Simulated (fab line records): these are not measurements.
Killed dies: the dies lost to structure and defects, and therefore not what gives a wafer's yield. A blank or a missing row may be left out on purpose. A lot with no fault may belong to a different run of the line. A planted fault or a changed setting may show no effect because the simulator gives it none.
Code-filled problem report in 8D (eight disciplines) form :: flow rit-cmos :: the parts of the form that need people (team, actions taken, sign-off) are left out

== 1. WHAT WENT WRONG ==
CONTACT_OVL at RIT_CONTACT_OVL_MEAS_09 reads a mean of 168.0 nm on 9 wafers of 3 lots; wafers without a fault read -0.2 nm with a standard deviation of 1.3. That is +99 or more standard deviations from the usual mean.
First seen on wafer L436.2, day 4 02:49, on overlay-02. The record has a number at this step for 45 wafers belonging to 15 lots. Rule for "out", or "out of limits": more than 4 standard deviations from the usual mean. The rest of the wafers with a number are treated as sound.

== 2. WHAT IT IS, AND WHAT IT ISN'T ==
question: which readings at this step
is: CONTACT_OVL
is not: -

question: which lots
is: L436, L438, L441
is not: L433, L434, L443, L445, L447, L450, L451, L452, L453, L454, L455, L456

question: which wafers of those lots
is: all that have a number
is not: -

question: read on which gauges
is: overlay-01, overlay-02
is not: -

question: when
is: from day 4 02:49
is not: up to then (6 sound wafers); but 30 sound wafers of L443, L445, L447, L450, L451, L452, L453, L454, L455, L456 came after

== 3. SUSPECTS, AND WHAT RULES EACH OUT ==
Counting: a tool stays on the suspect list if, at a process step up to the reading, it processed all lots that are out and no sound lot following the first of them.
- the gauge at RIT_CONTACT_OVL_MEAS_09: ruled out. 2 gauges (overlay-01, overlay-02) read the wafers that are out.
- iline-stepper-02 at RIT_CONTACT_EXPOSE_05 (exposes mask M11, target cd 1000 nm): kept. All lots that are out passed through it, beginning with L436 at day 4 02:11, and no sound lot followed; its final sound lot before that point was L434 at day 3 17:51.
Left after counting: iline-stepper-02 at RIT_CONTACT_EXPOSE_05.

== 4. THE CAUSE (what the simulator had put in) ==
Scanner matching overlay: iline-stepper-02, from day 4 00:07 on, at RIT_CONTACT_EXPOSE_05. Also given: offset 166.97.
This tool alone remained once counting was done.

== 5. SEQUENCE OF EFFECTS, ordered by route ==
Rows list readings where the struck wafers' mean (over those with a number) sits beyond 3 standard deviations from the usual. Readings are gone through only where the record gives a usual standard deviation; hours: the median, over the lots, of the time from a lot's start at the first step in this table giving one to that lot's start at this step; sigmas: the change measured in usual standard deviations.
hours: 0
step: RIT_CONTACT_OVL_MEAS_09
reading: CONTACT_OVL
usual: -0.2 nm
on struck wafers: 168.0
change: +168.2
sigmas: +99 or more

== 6. HOW IT WOULD HAVE BEEN CAUGHT EARLIER ==
The first out-of-limits reading at a measuring or inspecting step in this record came at day 4 02:49, 3 hours after the fault's start at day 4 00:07.
L438, L441, from the lots that are out (3), started RIT_CONTACT_EXPOSE_05 on iline-stepper-02 later than day 4 02:49. A hold on the tool at that time would have spared those 2.
